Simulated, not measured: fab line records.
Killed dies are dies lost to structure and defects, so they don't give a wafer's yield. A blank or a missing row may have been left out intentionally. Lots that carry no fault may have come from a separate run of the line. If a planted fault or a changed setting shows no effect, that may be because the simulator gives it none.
A struck lot beside a sound one	flow berkeleyCmos170	43 steps out of a route of 331
Sound: the wafers L971.2, L971.3, L971.6. The struck wafers were L991.2, L991.3, L991.6. At the end, the cause is stated.
For every step that has rows: the tool of each side, followed by ch and its chambers, followed by its first start. Under that, the readings that differ: sound wafers	struck wafers	difference of the means	sigmas: that difference in standard deviations of wafers without a fault.
alike: words and numbers the same on both sides, and readings whose means are apart by under 2 such deviations; not compared: readings that were withheld, readings missing a value for some wafer, numbers with overlapping values and no deviation given by the record, and bounds like >300 which may hide the same value.
A row with sigmas, a row that says differs or no value, or rows on one side alone: a step with any of these is where the two part. Numbers that have no deviation but don't overlap get no sigmas and don't part them. A reading missing from all wafers of one side parts the sides only when that side holds two or more wafers.

first, 3 steps without rows for these wafers: UCB170_PVT_EXPOSE_03 (exposes mask NWELL, target cd 3000 nm); UCB170_PVT_PEB_04; UCB170_PVT_DEVELOP_05 (develop time 45 s).
UCB170_PVT_OVL_MEAS_06:
  sound: overlay-02 at day 6 03:19; struck: overlay-01 at day 11 17:09
  alike: PVT_OVL
following that, these wafers have no rows for 1 step: UCB170_PVT_IMPLANT_07.
UCB170_PVT_STRIP_08: strips in O2.
  sound on plasmaAsher-01 ch 0,1, day 6 03:30; struck on plasmaAsher-01 ch 0,1, day 11 17:20
  alike: drypumpMotorCurrentA, oesProductAu, stripTimeToEndpointS
  not compared: rfHoursCounterH
UCB170_PVT_TW_MEAS_09:
  sound: filmMetro-03 at day 6 03:37; struck: filmMetro-02 at day 11 17:26
reading	sound	struck	difference	sigmas
PVT_TW	509 506 508	495 496 494	-13	-2
then, 1 step without rows for these wafers: UCB170_GATE_WET_ETCH_00 (etches SiO2 in dHF, time 200 s).
UCB170_FIELD_THK_MEAS_91:
  sound: filmMetro-02 at day 6 03:44; struck: filmMetro-03 at day 11 17:34
  alike: FIELD_OXIDE_LEFT_2_THK
then, 1 step without rows for these wafers: UCB170_GATE_OXIDATION_01 (target thk 6.6 nm, ox time 1800 s).
UCB170_GATE_THK_MEAS_02:
  sound: filmMetro-04 at day 6 09:18; struck: filmMetro-04 at day 11 23:33
  alike: GATE_OXIDE_THK
then, 1 step without rows for these wafers: UCB170_GATE_ANNEAL_03 (time 1800 s).
UCB170_GATE_CVD_04: deposits poly-Si from SiH4, time 1440 s, target thk 214 nm.
  sound on lpcvd-01 ch 1, day 6 17:58; struck on lpcvd-01 ch 0, day 12 08:14
reading	sound	struck	difference	sigmas
model.poly-Si_of_GATE_CVD_04.thkNm (nm)	210.7 212.2 211.8	202 201.7 201.3	-10	
UCB170_GATE_THK_MEAS_05:
  sound: filmMetro-04 at day 6 19:23; struck: filmMetro-04 at day 12 09:53
reading	sound	struck	difference	sigmas
GATE_POLY_THK (nm)	210.7 212.0 211.8	202.0 201.6 201.4	-9.8	-4
  not compared: hold
then, 5 steps without rows for these wafers: UCB170_GATE_COAT_07 (resist thk 900 nm); UCB170_GATE_SOFTBAKE_08 (time 60 s); UCB170_GATE_EXPOSE_09 (exposes mask POLY, target cd 350 nm); UCB170_GATE_PEB_10; UCB170_GATE_DEVELOP_11 (develop time 45 s).
UCB170_GATE_CD_MEAS_12: target cd 350 nm.
  sound: cdSem-01 at day 6 21:18; struck: cdSem-01 at day 12 13:35
  alike: cdNm
UCB170_GATE_OVL_MEAS_13:
  sound: overlay-02 at day 6 21:25; struck: overlay-02 at day 12 13:41
  alike: GATE_OVL
UCB170_GATE_ETCH_14: etches BARC in N2/H2.
  sound on rieDiel-01 ch 3, day 6 21:26; struck on rieDiel-04 ch 1,2,3, day 12 13:43
reading	sound	struck	difference	sigmas
throttleValvePct (%)	12.95 12.96 12.94	13.38 13.44 13.18	+0.38	+2
  alike: drypumpMotorCurrentA, n2FlowSccm, oesProductAu
UCB170_GATE_ETCH_15: etches poly-Si in HBr/Cl2, stops on SiO2, time 56.3 s, target depth 278.2 nm.
  sound on rieSi-01 ch 0,2,3, day 6 21:30; struck on rieSi-01 ch 0,3, day 12 13:45
reading	sound	struck	difference	sigmas
oesProductAu (a.u.)	0.850 0.806 0.824	0.795 0.777 0.778	-0.043	-2
model.etch.depthNm (nm)	210.7 212.2 211.8	202 201.7 201.3	-10	
model.GATE.featureDepthNm (nm)	210.8 212.2 211.8	202.1 201.7 201.3	-9.9	
  alike: HBr_flow_sccm, drypumpMotorCurrentA, throttleValvePct
  not compared: rfHoursCounterH
UCB170_GATE_STRIP_16: strips in O2.
  sound on plasmaAsher-03 ch 0,1, day 6 21:33; struck on plasmaAsher-03 ch 0,1, day 12 13:48
  alike: drypumpMotorCurrentA, oesProductAu
  not compared: rfHoursCounterH
UCB170_GATE_CD_MEAS_90: target cd 350 nm.
  sound: cdSem-01 at day 6 21:40; struck: cdSem-01 at day 12 13:55
  alike: cdNm
then, 7 steps without rows for these wafers: UCB170_GATE_CLEAN_17 (cleans in SPM, time 600 s); UCB170_PLDD_HMDS_00 (prime time 60 s); UCB170_PLDD_COAT_01 (resist thk 900 nm); UCB170_PLDD_SOFTBAKE_02 (time 60 s); UCB170_PLDD_EXPOSE_03 (exposes mask PSELECT, target cd 1200 nm); UCB170_PLDD_PEB_04; UCB170_PLDD_DEVELOP_05 (develop time 45 s).
UCB170_PLDD_CD_MEAS_06: target cd 1200 nm.
  sound: cdSem-01 at day 6 23:22; struck: cdSem-01 at day 12 15:05
  alike: cdNm
UCB170_PLDD_OVL_MEAS_07:
  sound: overlay-02 at day 6 23:28; struck: overlay-02 at day 12 15:11
  alike: PLDD_OVL
then, 2 steps without rows for these wafers: UCB170_PLDD_IMPLANT_08; UCB170_PLDD_IMPLANT_09.
UCB170_PLDD_STRIP_10: strips in O2.
  sound on plasmaAsher-02 ch 0,1, day 6 23:48; struck on plasmaAsher-03 ch 0,1, day 12 15:31
  alike: drypumpMotorCurrentA, oesProductAu, stripTimeToEndpointS
  not compared: rfHoursCounterH
UCB170_PLDD_TW_MEAS_11:
  sound: filmMetro-03 at day 6 23:55; struck: filmMetro-04 at day 12 15:37
  alike: PLDD_TW
then, 3 steps without rows for these wafers: UCB170_PLDD_CLEAN_12 (cleans in SPM, time 600 s); UCB170_NLDD_HMDS_00 (prime time 60 s); UCB170_NLDD_COAT_01 (resist thk 900 nm).
UCB170_SILICIDE_PRE_CLEAN_00: preclean etch time 60 s.
  sound: pvdSputter-02 at day 7 15:31; struck: pvdSputter-03 at day 13 10:10
reading	sound	struck	difference	sigmas
model.poly-Si_of_GATE_CVD_04.thkNm (nm)	203.9 205.3 205	195.2 194.8 194.4	-9.9	
UCB170_M3_PROBE_99:
  sound wafers here have rows in the record (prober-01, day 8 14:29); struck ones have none

== WHERE THEY PART ==
At UCB170_PVT_TW_MEAS_09 first; at UCB170_M3_PROBE_99 last (within this record only).

WHY: what had been put in by the simulator
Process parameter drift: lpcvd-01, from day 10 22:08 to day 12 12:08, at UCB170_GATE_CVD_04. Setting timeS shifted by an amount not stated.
